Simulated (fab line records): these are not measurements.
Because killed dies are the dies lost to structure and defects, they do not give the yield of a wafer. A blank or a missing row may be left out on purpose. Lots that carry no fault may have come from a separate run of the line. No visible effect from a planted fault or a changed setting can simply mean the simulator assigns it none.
What tool caused it? -- flow berkeley cmos170 -- 42 wafers sampled from 14 lots at 1 step of a route of 331

## WHAT THE GAUGES SHOWED, per wafer
UCB170_NWELL_THK_MEAS_02.
lot,measured,on,NWELL_OXIDE_THK (nm)
L232,day 2 06:46,film metro-01,25.7 25.8 26.0
L233,day 2 06:47,film metro-04,25.6 25.4 25.7
L235,day 2 17:08,film metro-01,25.7 26.1 25.3
L234,day 2 17:08,film metro-04,26.4 26.8 26.4
L236,day 3 01:49,film metro-03,26.1 26.7 26.3
L237,day 3 01:51,film metro-04,25.9 25.8 25.4
L239,day 3 17:41,film metro-04,27.4 27.1 27.1
L240,day 3 23:01,film metro-04,26.9 27.3 27.4
L242,day 4 04:05,film metro-04,26.6 26.5 26.1
L243,day 4 09:11,film metro-01,26.3 26.2 26.9
L244,day 4 19:05,film metro-04,26.5 25.9 26.3
L250,day 5 21:58,film metro-03,26.0 25.6 26.0
L251,day 6 06:11,film metro-01,25.3 26.3 25.8
L252,day 6 13:37,film metro-01,26.3 26.3 26.0

## WHICH TOOL RAN EACH LOT (tool, then ch and the chambers of the sampled wafers, then the start)
There is no process step in the record ahead of these readings.

## WHAT THE TOOLS THEMSELVES READ (means of the sampled wafers that have a number; where no wafer has one, the mark that the record gives instead)
The record holds no such reading with a usual standard deviation.

## THE ANSWER, worked out from the rows above alone
Rule: what is usual is taken from the lots themselves. The widest of any qualifying gaps counts: lots, ordered by their means at a reading, are off when they make up no more than a third of the lots, leave a main group of 4 or more, and stand apart from it by 3 or more times the standard deviation of that group's means. A main group whose means are all the same, to the digits that the tables above print for the reading, isn't used. A lot without any number at a reading at which 4 lots or more have one is off too. The other lots that the step has rows for count as sound. Order of review: gauges by route order, followed by the tools' own readings, for which a lot's mean as printed above is used. At the first step where some lot is off, the reading lying furthest off is the one used; lots without a number count as furthest.
No lot is off at any reading shown: from this, nothing can be told.

## WHAT THE SIMULATOR PUT IN
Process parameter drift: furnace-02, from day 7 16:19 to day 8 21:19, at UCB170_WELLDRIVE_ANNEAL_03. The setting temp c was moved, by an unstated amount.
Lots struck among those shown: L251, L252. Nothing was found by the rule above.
